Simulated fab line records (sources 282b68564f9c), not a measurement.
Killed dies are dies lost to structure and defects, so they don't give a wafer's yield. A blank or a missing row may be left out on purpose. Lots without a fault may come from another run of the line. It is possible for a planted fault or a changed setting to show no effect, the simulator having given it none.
fab line records	flow ritCmos
[record] lots = 6	wafers = 18	lastDay = 7
route steps=202 shown CONTACT@168 M1@184
lots that met no fault: taken from a fault-free run of the same line
startH: hours from the record's opening day to when the first of the lot's shown wafers began	waitH: how many hours have passed since the lot's step before this one	" repeats the value in the row above	L1.1+2: one row covering several wafers at once	- either no value or no given start	* or withheld: withheld	< > ~ a bound
route shown NAME@n: NAME is a module with steps in the file, n the number in the route of the first one	usual: mean/standard deviation taken from wafers without a fault	same: alike in all rows	chamber/n: place in a boat	sites: each site's reading	_std_site: standard deviation of those values	_edge_site: inner sites' mean taken away from outer sites' mean	radiusMm: for every site, how far away it sits from the centre of the wafer	mask NAME#n: copy n	behind: the most recent tool/chamber to have shaped the wafer	hold: what put the lot on hold/how long, in hours/how the hold closed	device: which transistor (n, p or np) failed to switch	end of line: at the end of the route, the tests of the same wafers	for a step that has no rows: nothing shown but its recipe	killed: at the first sort, the dies lost to defects and structure; wafer yield is something else	map: dies across one wafer; x = killed, . = not, _ = none there
set.NAME: the run value of the setting; set.NAME@STEP: its run value at that earlier step	model.NAME: the simulator's own value behind a step, which no gauge read
lots seen at some steps along the route; tables by step, rows by wafer
services: a tool's chamber out of use, with start hour (startH, from the record's first day; less than 0 if before it), hours out, and reason
[[steps]]
[step RIT_CONTACT_CVD_00]
[recipe] material = SiO2	targetThkNm = 400	precursor = TEOS	tempC = 390	timeS = 61	rfW = 400
[usual] heaterPowerW = 306/33	rfFwdPowerW = 396.2/1.8
[same] timeS = 61
lot.wafer	tool	chamber	startH	waitH	heaterPowerW	rfFwdPowerW
L934.1	pecvd-01	2	55.83	0.1	329	398.0
L934.2	"	1	"	"	279	394.7
L934.5	"	1	"	"	292	394.6
L942.1	pecvd-02	0	97.62	0.1	327	395.5
L942.5	"	2	"	"	374	396.2
L942.6	"	0	"	"	330	394.1
L948.1	pecvd-02	2	125.30	0.1	290	398.9
L948.2	"	0	"	"	279	395.1
L948.3	"	2	"	"	314	397.9
L949.3	pecvd-01	2	129.87	0.0	256	400.5
L949.5	"	0	"	"	214	392.2
L949.6	"	1	"	"	294	394.8
L955.2	pecvd-01	0	159.97	0.0	271	397.4
L955.3	"	2	"	"	290	398.1
L955.5	"	0	"	"	270	397.7
L957.2	pecvd-02	2	168.72	0.0	350	398.9
L957.4	"	0	"	"	345	394.2
L957.5	"	2	"	"	367	399.2
[step RIT_CONTACT_THK_MEAS_01]
[recipe] reads = SiO2_of_CONTACT_CVD_00
[usual] CONTACT_TEOS_THK = 400/5.5
lot.wafer	tool	chamber	startH	waitH	CONTACT_TEOS_THK[nm]
L934.1	filmMetro-04	-	55.88	0.0	404
L934.2	"	-	"	"	402
L934.5	"	-	"	"	408
L942.1	filmMetro-04	-	97.67	0.0	402
L942.5	"	-	"	"	404
L942.6	"	-	"	"	402
L948.1	filmMetro-02	-	125.37	0.1	403
L948.2	"	-	"	"	396
L948.3	"	-	"	"	410
L949.3	filmMetro-01	-	129.94	0.0	393
L949.5	"	-	"	"	399
L949.6	"	-	"	"	401
L955.2	filmMetro-01	-	160.03	0.0	390
L955.3	"	-	"	"	384
L955.5	"	-	"	"	395
L957.2	filmMetro-01	-	168.79	0.0	398
L957.4	"	-	"	"	404
L957.5	"	-	"	"	411
[step RIT_CONTACT_HMDS_02]
[recipe] primeTimeS = 60	primeTempC = 140
[step RIT_CONTACT_COAT_03]
[recipe] resist = NOVOLAK	spinRpm = 3250	resistThkNm = 1000
[step RIT_CONTACT_SOFTBAKE_04]
[recipe] resist = NOVOLAK	tempC = 90	timeS = 60
[step RIT_CONTACT_EXPOSE_05]
[recipe] maskId = M11	na = 0.6	sourceShape = conventional	sigmaOuter = 0.5	targetCdNm = 1000	doseMj = 247.5
[step RIT_CONTACT_PEB_06]
[recipe] resist = NOVOLAK	tempC = withheld	timeS = withheld
[step RIT_CONTACT_DEVELOP_07]
[recipe] resist = NOVOLAK	developTimeS = 120	devTempC = 23
[step RIT_CONTACT_CD_MEAS_08]
[recipe] targetCdNm = 1000
[usual] cdNm = 999.8/2.7
lot.wafer	tool	chamber	startH	waitH	cdNm
L934.1	cdSem-02	-	57.09	-	997.8
L934.2	"	-	"	"	999.5
L934.5	"	-	"	"	999.2
L942.1	cdSem-01	-	98.70	-	1001.4
L942.5	"	-	"	"	1002.4
L942.6	"	-	"	"	1003.7
L948.1	cdSem-01	-	126.56	-	1003.8
L948.2	"	-	"	"	1003.2
L948.3	"	-	"	"	1002.4
L949.3	cdSem-01	-	130.98	-	1001.1
L949.5	"	-	"	"	998.7
L949.6	"	-	"	"	999.3
L955.2	cdSem-01	-	161.07	-	1001.7
L955.3	"	-	"	"	1002.3
L955.5	"	-	"	"	1001.5
L957.2	cdSem-02	-	169.95	-	999.1
L957.4	"	-	"	"	999.3
L957.5	"	-	"	"	999.5
[step RIT_CONTACT_OVL_MEAS_09]
[usual] CONTACT_OVL = 2.0/0.92
lot.wafer	tool	chamber	startH	waitH	CONTACT_OVL[nm]
L934.1	overlay-02	-	57.21	0.1	2.5
L934.2	"	-	"	"	1.2
L934.5	"	-	"	"	1.6
L942.1	overlay-01	-	98.82	0.1	0.5
L942.5	"	-	"	"	0.9
L942.6	"	-	"	"	0.7
L948.1	overlay-01	-	126.68	0.1	2.5
L948.2	"	-	"	"	2.4
L948.3	"	-	"	"	3.7
L949.3	overlay-01	-	131.07	0.1	2.6
L949.5	"	-	"	"	3.2
L949.6	"	-	"	"	2.8
L955.2	overlay-01	-	161.17	0.1	1.2
L955.3	"	-	"	"	2.5
L955.5	"	-	"	"	1.5
L957.2	overlay-02	-	170.05	0.1	2.1
L957.4	"	-	"	"	1.3
L957.5	"	-	"	"	1.1
[step RIT_CONTACT_HARDBAKE_10]
[recipe] resist = NOVOLAK	tempC = 140	timeS = 60
[step RIT_CONTACT_ETCH_11]
[recipe] targetDepthA = 4800	overEtchFrac = 0.1858	stopOn = TiSi2	chemistry = CHF3/CF4/Ar	target = SiO2	CHF3_flow_sccm = 50	cf4FlowSccm = 10	Ar_flow_sccm = 100	O2_flow_sccm = 5	pressureMtorr = 100	rfW = 200	timeS = 320
[usual] drypumpMotorCurrentA = 5.8/0.32	oesProductAu = 0.993/0.018	rfFwdPowerW = 199.4/0.71	throttleValvePct = 8.90/0.15
[same] overEtchFrac = 0.1858	timeS = 320
lot.wafer	tool	chamber	startH	waitH	drypumpMotorCurrentA	oesProductAu	rfFwdPowerW	rfHoursCounterH	throttleValvePct
L934.1	rieDiel-02	2	57.40	0.1	5.7	0.976	200.5	54	9.19
L934.2	"	1	"	"	5.9	1.017	199.3	1	8.96
L934.5	"	2	"	"	5.7	0.979	199.6	-	9.18
L942.1	rieDiel-04	3	99.01	0.1	6.0	1.013	199.1	95	8.89
L942.5	"	2	"	"	6.3	0.977	199.9	-	8.91
L942.6	"	3	"	"	6.0	1.020	199.1	-	8.88
L948.1	rieDiel-03	1	126.86	0.1	5.9	0.977	197.9	111	9.03
L948.2	"	0	"	"	5.4	1.008	197.9	52	8.95
L948.3	"	3	"	"	4.8	1.021	199.5	66	8.93
L949.3	rieDiel-02	3	131.25	0.1	5.7	0.987	199.6	41	8.65
L949.5	"	0	"	"	5.7	0.984	199.2	-	8.89
L949.6	"	3	"	"	5.7	0.993	201.4	-	8.64
L955.2	rieDiel-02	1	161.35	0.1	5.9	1.015	199.8	3	8.95
L955.3	"	2	"	"	5.8	0.967	200.9	57	9.19
L955.5	"	2	"	"	5.7	0.976	199.4	-	9.18
L957.2	rieDiel-04	3	170.23	0.1	6.0	1.005	199.3	97	8.87
L957.4	"	1	"	"	5.6	1.010	199.8	2	8.88
L957.5	"	1	"	"	5.6	1.014	199.7	-	8.90
[step RIT_CONTACT_STRIP_12]
[recipe] chemistry = O2	timeS = 180	resist = NOVOLAK	platenTempC = withheld	powerW = 500	pressureMtorr = 4000	o2FlowSccm = 4000
[usual] drypumpMotorCurrentA = 5.6/0.34
[same] timeS = 180
lot.wafer	tool	chamber	startH	waitH	drypumpMotorCurrentA	rfHoursCounterH
L934.1	plasmaAsher-04	1	57.59	0.1	5.6	26
L934.2	"	0	"	"	5.0	26
L934.5	"	1	"	"	5.5	-
L942.1	plasmaAsher-02	0	99.20	0.1	5.7	46
L942.5	"	0	"	"	5.7	-
L942.6	"	1	"	"	5.9	-
L948.1	plasmaAsher-04	0	127.06	0.1	5.0	34
L948.2	"	1	"	"	5.5	34
L948.3	"	0	"	"	5.0	-
L949.3	plasmaAsher-04	0	131.50	0.2	5.0	-
L949.5	"	0	"	"	5.0	-
L949.6	"	1	"	"	5.6	-
L955.2	plasmaAsher-02	0	161.55	0.1	5.7	53
L955.3	"	0	"	"	5.7	-
L955.5	"	0	"	"	5.7	-
L957.2	plasmaAsher-02	1	170.43	0.1	5.9	54
L957.4	"	1	"	"	5.9	-
L957.5	"	0	"	"	5.7	-
[step RIT_CONTACT_CD_MEAS_90]
[recipe] targetCdNm = 1000
[usual] cdNm = 999.8/2.7
lot.wafer	tool	chamber	startH	waitH	cdNm
L934.1	cdSem-02	-	57.77	0.1	998.1
L934.2	"	-	"	"	999.5
L934.5	"	-	"	"	999.4
L942.1	cdSem-02	-	99.38	0.1	1001.5
L942.5	"	-	"	"	1002.1
L942.6	"	-	"	"	1003.7
L948.1	cdSem-02	-	127.23	0.1	1004.2
L948.2	"	-	"	"	1002.9
L948.3	"	-	"	"	1002.5
L949.3	cdSem-02	-	131.66	0.1	1000.7
L949.5	"	-	"	"	998.5
L949.6	"	-	"	"	999.4
L955.2	cdSem-02	-	161.74	0.1	1001.3
L955.3	"	-	"	"	1002.8
L955.5	"	-	"	"	1001.9
L957.2	cdSem-02	-	170.65	0.2	999.3
L957.4	"	-	"	"	998.8
L957.5	"	-	"	"	998.7
[step RIT_CONTACT_CLEAN_13]
[recipe] chemistry = SC1	mix = 3:3:50	timeS = 600	tempC = 75
[step RIT_CONTACT_CLEAN_14]
[recipe] chemistry = SC2	mix = 3:3:50	timeS = 600	tempC = 75	dry = n2Spin
[step RIT_M1_SPUTTER_00]
[recipe] material = Al	targetThkNm = 400	powerW = 2000	chamberPressurePa = 0.4	gas = Ar	timeS = 500	substrateTempC = 25
[usual] throttleValvePct = 29.9/0.86
[same] timeS = 500
lot.wafer	tool	chamber	startH	waitH	throttleValvePct
L934.1	pvdSputter-04	-	58.27	0.0	29.0
L934.2	"	-	"	"	28.9
L934.5	"	-	"	"	30.5
L942.1	pvdSputter-04	-	99.85	0.0	30.4
L942.5	"	-	"	"	30.5
L942.6	"	-	"	"	30.3
L948.1	pvdSputter-02	-	127.72	0.0	30.1
L948.2	"	-	"	"	30.3
L948.3	"	-	"	"	30.6
L949.3	pvdSputter-04	-	132.09	0.0	30.2
L949.5	"	-	"	"	28.9
L949.6	"	-	"	"	28.9
L955.2	pvdSputter-03	-	162.19	0.0	30.6
L955.3	"	-	"	"	31.1
L955.5	"	-	"	"	27.8
L957.2	pvdSputter-03	-	171.13	0.0	31.1
L957.4	"	-	"	"	29.2
L957.5	"	-	"	"	30.7
[step RIT_M1_RS_MEAS_01]
[recipe] thkMeasGauge = four-point-probe	reads = Al_of_M1_SPUTTER_00
[usual] M1_AL_RS = 0.0735/0.00095
lot.wafer	tool	chamber	startH	waitH	M1_AL_RS[ohm/sq]
L934.1	filmMetro-04	-	58.57	0.1	0.0736
L934.2	"	-	"	"	0.0733
L934.5	"	-	"	"	0.0726
L942.1	filmMetro-03	-	100.14	0.1	0.0723
L942.5	"	-	"	"	0.0729
L942.6	"	-	"	"	0.0723
L948.1	filmMetro-04	-	128.01	0.1	0.0741
L948.2	"	-	"	"	0.0740
L948.3	"	-	"	"	0.0757
L949.3	filmMetro-04	-	132.42	0.2	0.0731
L949.5	"	-	"	"	0.0738
L949.6	"	-	"	"	0.0742
L955.2	filmMetro-03	-	162.51	0.2	0.0745
L955.3	"	-	"	"	0.0751
L955.5	"	-	"	"	0.0752
L957.2	filmMetro-02	-	171.45	0.2	0.0746
L957.4	"	-	"	"	0.0747
L957.5	"	-	"	"	0.0740
[step RIT_M1_THK_MEAS_02]
[recipe] thkMeasGauge = xrf	reads = Al_of_M1_SPUTTER_00
[usual] M1_AL_THK = 396/5.4
lot.wafer	tool	chamber	startH	waitH	M1_AL_THK[nm]
L934.1	filmMetro-04	-	58.69	0.1	397
L934.2	"	-	"	"	399
L934.5	"	-	"	"	404
L942.1	filmMetro-03	-	100.26	0.1	399
L942.5	"	-	"	"	398
L942.6	"	-	"	"	402
L948.1	filmMetro-04	-	128.13	0.1	395
L948.2	"	-	"	"	395
L948.3	"	-	"	"	388
L949.3	filmMetro-04	-	132.52	0.1	398
L949.5	"	-	"	"	397
L949.6	"	-	"	"	394
L955.2	filmMetro-03	-	162.62	0.1	387
L955.3	"	-	"	"	385
L955.5	"	-	"	"	386
L957.2	filmMetro-02	-	171.56	0.1	390
L957.4	"	-	"	"	388
L957.5	"	-	"	"	393
[step RIT_M1_HMDS_03]
[recipe] primeTimeS = 60	primeTempC = 140
[step RIT_M1_COAT_04]
[recipe] resist = NOVOLAK	spinRpm = 2000	resistThkNm = 1300
[step RIT_M1_SOFTBAKE_05]
[recipe] resist = NOVOLAK	tempC = 90	timeS = 60
[step RIT_M1_EXPOSE_06]
[recipe] maskId = M12	na = 0.6	sourceShape = conventional	sigmaOuter = 0.5	targetCdNm = 2600	doseMj = 250
[step RIT_M1_PEB_07]
[recipe] resist = NOVOLAK	tempC = withheld	timeS = withheld
[step RIT_M1_DEVELOP_08]
[recipe] resist = NOVOLAK	developTimeS = 68	devTempC = 23.77
[step RIT_M1_CD_MEAS_09]
[recipe] targetCdNm = 2600
[usual] cdNm = 2600.0/2.3
lot.wafer	tool	chamber	startH	waitH	cdNm
L934.1	cdSem-02	-	59.63	-	2600.9
L934.2	"	-	"	"	2599.5
L934.5	"	-	"	"	2601.8
L942.1	cdSem-01	-	101.20	-	2602.3
L942.5	"	-	"	"	2599.9
L942.6	"	-	"	"	2599.2
L948.1	cdSem-01	-	129.20	-	2598.6
L948.2	"	-	"	"	2600.2
L948.3	"	-	"	"	2600.7
L949.3	cdSem-02	-	133.61	-	2595.9
L949.5	"	-	"	"	2597.8
L949.6	"	-	"	"	2593.8
L955.2	cdSem-01	-	163.57	-	2600.2
L955.3	"	-	"	"	2600.5
L955.5	"	-	"	"	2600.5
L957.2	cdSem-01	-	172.63	-	2599.3
L957.4	"	-	"	"	2601.3
L957.5	"	-	"	"	2599.6
[step RIT_M1_OVL_MEAS_10]
[usual] M1_OVL = -0.4/1.5
lot.wafer	tool	chamber	startH	waitH	M1_OVL[nm]
L934.1	overlay-01	-	59.75	0.1	-2.2
L934.2	"	-	"	"	-1.7
L934.5	"	-	"	"	-1.5
L942.1	overlay-01	-	101.32	0.1	-2.7
L942.5	"	-	"	"	-3.3
L942.6	"	-	"	"	-1.0
L948.1	overlay-02	-	129.32	0.1	-1.3
L948.2	"	-	"	"	-1.8
L948.3	"	-	"	"	-1.8
L949.3	overlay-02	-	133.70	0.1	0.9
L949.5	"	-	"	"	-0.1
L949.6	"	-	"	"	0.5
L955.2	overlay-01	-	163.67	0.1	-0.2
L955.3	"	-	"	"	-0.4
L955.5	"	-	"	"	-0.9
L957.2	overlay-02	-	172.74	0.1	-3.5
L957.4	"	-	"	"	-3.5
L957.5	"	-	"	"	-1.8
[step RIT_M1_HARDBAKE_11]
[recipe] resist = NOVOLAK	tempC = 140	timeS = 120
[step RIT_M1_METAL_ETCH_12]
[recipe] stopOn = SiO2	chemistry = Cl2/BCl3	target = Al	timeS = 165	overEtchFrac = 0.5	pressureMtorr = 100	targetDepthA = 6000	rfW = 250	Cl2_flow_sccm = 60	bcl3FlowSccm = 50
[usual] drypumpMotorCurrentA = 5.70/0.27	oesProductAu = 0.773/0.014	rfFwdPowerW = 248.9/0.8	throttleValvePct = 8.36/0.1
[same] overEtchFrac = 0.5	timeS = 165
lot.wafer	tool	chamber	startH	waitH	drypumpMotorCurrentA	oesProductAu	rfFwdPowerW	rfHoursCounterH	throttleValvePct
L934.1	rieMetal-03	1	60.03	0.2	5.33	0.769	248.5	4	8.22
L934.2	"	0	"	"	5.63	0.763	249.2	4	8.34
L934.5	"	1	"	"	5.30	0.778	248.9	-	8.21
L942.1	rieMetal-02	0	101.69	0.2	6.12	0.756	250.8	3	8.31
L942.5	"	1	"	"	5.75	0.786	249.3	-	8.50
L942.6	"	0	"	"	6.11	0.753	250.0	-	8.32
L948.1	rieMetal-02	0	129.61	0.2	6.10	0.752	249.0	3	8.31
L948.2	"	1	"	"	5.73	0.772	248.5	3	8.50
L948.3	"	0	"	"	6.10	0.744	247.1	-	8.32
L949.3	rieMetal-03	1	134.08	0.2	5.35	0.764	248.7	-	8.24
L949.5	"	1	"	"	5.34	0.767	248.7	-	8.23
L949.6	"	1	"	"	5.34	0.764	248.6	-	8.23
L955.2	rieMetal-02	1	163.95	0.2	5.73	0.779	250.8	4	8.49
L955.3	"	1	"	"	5.75	0.773	249.1	-	8.49
L955.5	"	1	"	"	5.75	0.768	249.8	-	8.49
L957.2	rieMetal-02	1	173.11	0.2	5.77	0.775	250.3	4	8.50
L957.4	"	1	"	"	5.76	0.763	249.8	-	8.50
L957.5	"	0	"	"	6.11	0.754	249.9	-	8.32
[step RIT_M1_STRIP_13]
[recipe] chemistry = nmp	resist = NOVOLAK	tempC = 80	timeS = 600	dry = n2Spin
[step RIT_M1_STRIP_14]
[recipe] chemistry = O2	timeS = 180	platenTempC = withheld	powerW = 500	pressureMtorr = 4000	o2FlowSccm = 4000
[usual] drypumpMotorCurrentA = 5.6/0.37
[same] timeS = 180
lot.wafer	tool	chamber	startH	waitH	drypumpMotorCurrentA	rfHoursCounterH
L934.1	plasmaAsher-03	1	60.38	0.0	6.1	41
L934.2	"	0	"	"	5.7	41
L934.5	"	1	"	"	6.0	-
L942.1	plasmaAsher-04	1	102.03	0.0	5.5	30
L942.5	"	1	"	"	5.5	-
L942.6	"	0	"	"	5.0	-
L948.1	plasmaAsher-04	0	129.94	0.0	5.0	34
L948.2	"	1	"	"	5.5	34
L948.3	"	0	"	"	5.0	-
L949.3	plasmaAsher-03	0	134.53	0.1	5.7	-
L949.5	"	0	"	"	5.7	-
L949.6	"	1	"	"	6.0	-
L955.2	plasmaAsher-03	0	164.34	0.0	5.7	53
L955.3	"	1	"	"	6.1	-
L955.5	"	1	"	"	6.0	-
L957.2	plasmaAsher-04	0	173.45	0.0	5.0	38
L957.4	"	1	"	"	5.5	-
L957.5	"	0	"	"	5.0	-
[step RIT_M1_CD_MEAS_90]
[recipe] targetCdNm = 2600
[usual] cdNm = 2600.3/2.9
lot.wafer	tool	chamber	startH	waitH	cdNm
L934.1	cdSem-01	-	60.56	0.1	2603.1
L934.2	"	-	"	"	2601.1
L934.5	"	-	"	"	2602.5
L942.1	cdSem-01	-	102.20	0.1	2601.9
L942.5	"	-	"	"	2599.5
L942.6	"	-	"	"	2597.6
L948.1	cdSem-02	-	130.12	0.1	2596.8
L948.2	"	-	"	"	2600.8
L948.3	"	-	"	"	2597.6
L949.3	cdSem-02	-	134.69	0.1	2595.7
L949.5	"	-	"	"	2600.3
L949.6	"	-	"	"	2596.2
L955.2	cdSem-02	-	164.54	0.1	2602.2
L955.3	"	-	"	"	2600.8
L955.5	"	-	"	"	2602.2
L957.2	cdSem-01	-	173.65	0.1	2602.4
L957.4	"	-	"	"	2603.8
L957.5	"	-	"	"	2599.5
[step RIT_M1_ANNEAL_15]
[recipe] tempC = 450	timeS = 1800	ambient = forming_gas_H2N2
[step RIT_M1_BOW_MEAS_16]
[recipe] mode = bow
[usual] M1_BOW = 17/7.6
lot.wafer	tool	chamber	startH	waitH	M1_BOW[um]
L934.1	filmMetro-04	-	62.18	0.0	22
L934.2	"	-	"	"	25
L934.5	"	-	"	"	13
L942.1	filmMetro-04	-	108.47	0.0	14
L942.5	"	-	"	"	25
L942.6	"	-	"	"	22
L948.1	filmMetro-02	-	131.90	0.2	28
L948.2	"	-	"	"	23
L948.3	"	-	"	"	18
L949.3	filmMetro-02	-	136.31	0.0	8
L949.5	"	-	"	"	8
L949.6	"	-	"	"	5
L955.2	filmMetro-04	-	166.16	0.0	12
L955.3	"	-	"	"	32
L955.5	"	-	"	"	6
L957.2	filmMetro-04	-	175.27	0.0	21
L957.4	"	-	"	"	38
L957.5	"	-	"	"	16
[step RIT_M1_PROBE_99]
[usual] killed_at_M0_to_M3 = 0.0/0.12	killedAtContacts = 0.1/0.31	killedAtFrontEnd = 8/3.1	killedDies = 8/3.2	killedOnRim = 2.1/1.6	killedOpen = 3.9/2.2	killedShort = 3.8/2.1
[same] grossDies = 264	killed_at_M4_up = 0	killedAtBackSide = 0	killedAtOther = 0
lot.wafer	tool	chamber	startH	waitH	hold	killed_at_M0_to_M3	killedAtContacts	killedAtFrontEnd	killedDies	killedOnRim	killedOpen	killedShort
L934.1	prober-02	-	62.30	0.1	-	0	0	10	10	5	6	4
L934.2	prober-02	-	62.35	0.1	-	0	0	5	5	0	3	2
L934.5	prober-02	-	62.50	0.2	-	0	0	10	10	1	5	5
L942.1	prober-02	-	108.59	0.1	-	0	0	12	12	4	6	6
L942.5	prober-02	-	108.79	0.2	-	0	0	7	7	1	3	4
L942.6	prober-02	-	108.84	0.2	-	0	0	8	8	3	4	4
L948.1	prober-02	-	132.02	0.1	awaitDispo/1.2h/release	0	23	11	34	10	6	5
L948.2	prober-02	-	132.07	0.1	awaitDispo/1.2h/release	0	0	9	9	2	3	6
L948.3	prober-02	-	132.12	0.2	awaitDispo/1.2h/release	0	23	13	36	9	9	4
L949.3	prober-01	-	136.49	0.2	awaitDispo/1.9h/release	0	23	8	31	11	3	5
L949.5	prober-01	-	136.59	0.2	awaitDispo/1.9h/release	1	23	4	28	4	3	2
L949.6	prober-01	-	136.64	0.2	awaitDispo/1.9h/release	0	0	4	4	2	3	1
L955.2	prober-01	-	166.31	0.1	-	0	0	9	9	5	6	3
L955.3	prober-01	-	166.36	0.2	-	0	0	7	7	1	5	2
L955.5	prober-01	-	166.46	0.2	-	0	0	9	9	1	6	3
L957.2	prober-01	-	175.42	0.1	-	0	0	1	1	0	0	1
L957.4	prober-01	-	175.52	0.2	-	0	0	6	6	0	6	0
L957.5	prober-01	-	175.57	0.2	-	0	0	2	2	0	1	1
// killed by level:class
L934.1 GATE:geometricParticle:open=2 SPACER:geometricParticle:open=2 FOX1:geometricParticle:open=1 FOX1:geometricParticle:short=1 FOX2:geometricParticle:short=1 REOX:geometricParticle:short=1 REOX:geometricParticle:open=1 SILICIDE:geometricParticle:short=1
L934.2 SILICIDE:geometricParticle:open=3 FOX1:geometricParticle:short=1 FOX2:geometricParticle:short=1
L934.5 FOX1:geometricParticle:short=3 FOX2:geometricParticle:open=3 FOX2:geometricParticle:short=2 GATE:geometricParticle:open=2
L942.1 GATE:geometricParticle:open=4 GATE:geometricParticle:short=2 SPACER:geometricParticle:short=2 FOX1:geometricParticle:short=1 REOX:geometricParticle:open=1 REOX:geometricParticle:short=1 SILICIDE:geometricParticle:open=1
L942.5 SILICIDE:geometricParticle:open=2 SILICIDE:geometricParticle:short=2 FOX2:geometricParticle:open=1 GATE:geometricParticle:short=1 SPACER:geometricParticle:short=1
L942.6 FOX1:geometricParticle:short=2 FOX2:geometricParticle:open=2 FOX2:geometricParticle:short=1 REOX:geometricParticle:open=1 SILICIDE:geometricParticle:open=1 SILICIDE:geometricParticle:short=1
L948.1 CONTACT:unspecified=23 FOX2:geometricParticle:open=3 GATE:geometricParticle:short=3 FOX2:geometricParticle:short=2 SILICIDE:geometricParticle:open=2 GATE:geometricParticle:open=1
L948.2 GATE:geometricParticle:short=4 FOX1:geometricParticle:open=1 FOX2:geometricParticle:short=1 GATE:geometricParticle:open=1 REOX:geometricParticle:open=1 SILICIDE:geometricParticle:short=1
L948.3 CONTACT:unspecified=23 FOX2:geometricParticle:open=3 GATE:geometricParticle:open=2 GATE:geometricParticle:short=2 REOX:geometricParticle:open=2 FOX1:geometricParticle:open=1 REOX:geometricParticle:short=1 SPACER:geometricParticle:open=1
L949.3 CONTACT:unspecified=23 GATE:geometricParticle:short=4 GATE:geometricParticle:open=1 SPACER:geometricParticle:short=1 SPACER:geometricParticle:open=1 SILICIDE:geometricParticle:open=1
L949.5 CONTACT:unspecified=23 FOX1:geometricParticle:open=1 GATE:geometricParticle:open=1 SPACER:geometricParticle:short=1 SPACER:geometricParticle:open=1 M1:geometricParticle:short=1
L949.6 FOX1:geometricParticle:open=1 FOX1:geometricParticle:short=1 GATE:geometricParticle:open=1 SILICIDE:geometricParticle:open=1
L955.2 GATE:geometricParticle:short=2 REOX:geometricParticle:open=2 FOX1:geometricParticle:short=1 FOX1:geometricParticle:open=1 FOX2:geometricParticle:open=1 GATE:geometricParticle:open=1 SILICIDE:geometricParticle:open=1
L955.3 FOX1:geometricParticle:open=2 FOX2:geometricParticle:open=1 GATE:geometricParticle:open=1 SPACER:geometricParticle:short=1 SPACER:geometricParticle:open=1 SILICIDE:geometricParticle:short=1
L955.5 FOX2:geometricParticle:open=3 FOX2:geometricParticle:short=2 GATE:geometricParticle:open=2 GATE:geometricParticle:short=1 SPACER:geometricParticle:open=1
L957.2 FOX1:geometricParticle:short=1
L957.4 GATE:geometricParticle:open=2 FOX1:geometricParticle:open=1 FOX2:geometricParticle:open=1 REOX:geometricParticle:open=1 SPACER:geometricParticle:open=1
L957.5 GATE:geometricParticle:open=1 REOX:geometricParticle:short=1
// map L948.3 (x killed, . not)
________......._______
_____.............____
____......xx.......___
___.................__
__...x.........x....x_
__..x...............x_
_..x..................
_..xx...x.............
_x.xxx.x......x.......
_xxxxxxx..............
__xxxxx.............._
__.xxx..............._
___.x........x......__
____.............x.___
_____......x......____
________......._______
// map L949.3 (x killed, . not)
________......._______
_____.............____
____...............___
___.................__
__.........x........._
__..................._
_...................x.
_x....................
_.xxxxx.....x......x..
_xxxxxx...............
__xxxx..............x_
__xxxxx.............x_
___xx.x.............__
____...x...........___
_____.............____
________......._______
[[services]]
tool	chamber	startH	hours	kind
rieDiel-04	2	39.09	4.6	repair
pvdSputter-02	-	39.71	1.7	repair
rieDiel-04	1	43.79	6.4	repair
rieDiel-03	0	48.54	3.1	repair
rieDiel-04	1	54.57	-	clean
rieDiel-04	1	54.57	21.7	scheduledDown
rieDiel-04	1	54.57	21.7	ventCycle
plasmaAsher-02	-	72.75	2.8	pm
pecvd-02	-	81.77	0.7	repair
rieDiel-03	0	83.63	2.8	repair
rieDiel-04	1	89.53	1.7	repair
rieDiel-04	-	91.82	2.8	pm
rieDiel-04	0	99.78	12.5	repair
rieMetal-02	-	119.93	2.8	pm
pecvd-02	1	124.22	6.3	repair
rieMetal-03	0	129.02	22.0	repair
rieMetal-03	-	131.20	0.5	repair
plasmaAsher-04	-	132.08	5.2	repair
pecvd-02	-	146.41	6.0	pm
rieDiel-04	3	152.95	2.2	repair
rieDiel-04	1	158.68	1.5	repair
pvdSputter-04	-	159.96	7.0	repair
[[key]]
[firstSign] step = RIT_M1_PROBE_99	reading = killedAtContacts	direction = up	sigmas = 23	usual = 0.1	struck = 23
[effect] step = RIT_M1_PROBE_99	reading = killedDies	direction = up	sigmas = 7.7	usual = 8	struck = 32
metAt RIT_CONTACT_STRIP_12
struckWafers L948.1,L948.3,L949.3,L949.5
testerLeftOut L948,L949
onsetBetween 57.59 127.06
[fault] kind = chamberParticleSource	tool = plasmaAsher-04	chamber = 0	onsetH = 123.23	steps = RIT_CONTACT_STRIP_12	ratePerVisitCm2 = 0.41547	endH = 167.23
// testerLeftOut: of these lots the tester's yield and bins aren't shown, on N5 and GAA mostly nor the transistor test; their killed dies are dies lost to structure and defects alone, not to doping, threshold or leakage, so they don't give the yield
